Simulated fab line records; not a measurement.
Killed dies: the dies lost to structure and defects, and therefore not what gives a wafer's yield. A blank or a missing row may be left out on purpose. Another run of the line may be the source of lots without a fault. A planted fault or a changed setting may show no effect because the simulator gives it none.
What tool caused it?    flow berkeley cmos170    14 lots, 42 wafers sampled, at 3 steps of a route of 331

== WHAT THE GAUGES READ, wafer by wafer ==
UCB170_M2_OVL_MEAS_16. Usual: M2_OVL 0 nm, standard deviation 4.8.
lot   measured      on          M2_OVL (nm)  flag
L507  day 8 13:25   overlay-02  1 3 -1       
L506  day 8 16:26   overlay-01  2 5 -3       
L509  day 9 01:23   overlay-01  0 1 0        
L514  day 10 06:58  overlay-02  6 2 -8       
L515  day 11 08:05  overlay-01  5 3 -3       
L520  day 11 11:15  overlay-02  -1 2 -1      
L519  day 11 13:56  overlay-01  5 5 5        
L516  day 11 15:09  overlay-01  4 8 2        
L521  day 12 01:16  overlay-01  -10 -11 -6   
L522  day 12 08:04  overlay-02  0 4 -6       
L523  day 12 08:37  overlay-01  5 -11 5      
L526  day 13 04:42  overlay-02  -9 -3 -7     
L527  day 13 11:50  overlay-01  0 1 6        
L529  day 13 21:05  overlay-01  2 1 0        

UCB170_V2_CD_MEAS_12 targets a cd of 700 nm. Usual: 700.3 nm for cd nm, sd 1.5.
lot   measured      on         cd nm (nm)         flag
L507  day 8 16:05   cd sem-02  702.1 701.7 701.9  
L506  day 8 19:16   cd sem-01  698.4 701.3 701.9  
L509  day 9 03:53   cd sem-01  700.1 698.6 698.5  
L514  day 10 09:11  cd sem-02  699.7 699.2 700.5  
L515  day 11 10:43  cd sem-02  702.7 701.1 700.6  
L520  day 11 15:35  cd sem-02  700.9 702.4 702.2  
L519  day 11 16:53  cd sem-01  697.5 698.8 697.6  
L516  day 11 18:03  cd sem-02  700.8 699.8 698.6  
L521  day 12 03:55  cd sem-02  698.3 698.5 697.6  
L522  day 12 10:16  cd sem-02  703.0 700.1 702.9  
L523  day 12 11:02  cd sem-02  697.5 698.0 697.6  
L526  day 13 07:46  cd sem-01  698.9 699.5 698.0  
L527  day 13 14:14  cd sem-02  699.8 700.0 702.4  
L529  day 14 00:32  cd sem-01  701.1 699.6 701.7  

== EACH LOT AND THE TOOL THAT RAN IT (in order: tool; ch and the chambers of the sampled wafers; start) ==
lot   UCB170_M2_ETCH_17
L507  rie diel-04 ch 2,3, day 8 13:28
L506  rie diel-01 ch 0,2, day 8 16:28
L509  rie diel-04 ch 1,2, day 9 01:25
L514  rie diel-01 ch 0,1, day 10 07:00
L515  rie diel-04 ch 0,1,2, day 11 08:07
L520  rie diel-04 ch 1,2, day 11 11:16
L519  rie diel-04 ch 1,2, day 11 13:58
L516  rie diel-01 ch 0,1,2, day 11 15:10
L521  rie diel-01 ch 1,2,3, day 12 01:18
L522  rie diel-01 ch 1,3, day 12 08:05
L523  rie diel-02 ch 0,1,3, day 12 08:39
L526  rie diel-04 ch 1,2,3, day 13 04:44
L527  rie diel-02 ch 1,3, day 13 11:53
L529  rie diel-04 ch 1,2,3, day 13 21:07
- UCB170_M2_ETCH_17: etches BARC in N2/H2.

== AS READ BY THE TOOLS THEMSELVES (means over the sampled wafers that have a number; for cases with no such wafer, the mark the record gives instead) ==
UCB170_M2_ETCH_17. Usual: drypump motor current A 5.8 A, standard deviation 0.4; oes product au 1.002 a.u., standard deviation 0.025; throttle valve pct 13.40 %, standard deviation 0.21.
lot   tool         drypump motor current A (A)  oes product au (a.u.)  throttle valve pct (%)  flag
L507  rie diel-04  5.9                          1.007                  13.57                   
L506  rie diel-01  6.1                          0.971                  13.40                   
L509  rie diel-04  5.6                          1.023                  13.40                   
L514  rie diel-01  6.2                          1.012                  13.27                   
L515  rie diel-04  5.7                          1.007                  13.43                   
L520  rie diel-04  5.6                          1.013                  13.41                   
L519  rie diel-04  5.8                          1.026                  13.28                   
L516  rie diel-01  6.1                          0.993                  13.28                   
L521  rie diel-01  6.1                          0.998                  13.26                   
L522  rie diel-01  6.1                          1.023                  13.26                   
L523  rie diel-02  5.3                          1.007                  13.44                   
L526  rie diel-04  5.7                          1.010                  13.49                   
L527  rie diel-02  5.2                          0.987                  13.46                   
L529  rie diel-04  5.7                          1.006                  13.49                   

== THE ANSWER, worked out from the rows above alone ==
Rule: a lot is off if the mean of its wafers that have a number lies more than 3 standard deviations from the usual mean. A lot without any number at a reading at which 4 lots or more have one is off too. All remaining lots with rows at the step are treated as sound. First the gauges in route order, then the tools' own readings, where a lot's mean is used as printed above. At the first step where some lot is off, the reading lying furthest off is the one used; lots without a number count as furthest.
Nothing can be told from this: no lot is off at any reading shown.

== WHAT WAS PUT IN BY THE SIMULATOR ==
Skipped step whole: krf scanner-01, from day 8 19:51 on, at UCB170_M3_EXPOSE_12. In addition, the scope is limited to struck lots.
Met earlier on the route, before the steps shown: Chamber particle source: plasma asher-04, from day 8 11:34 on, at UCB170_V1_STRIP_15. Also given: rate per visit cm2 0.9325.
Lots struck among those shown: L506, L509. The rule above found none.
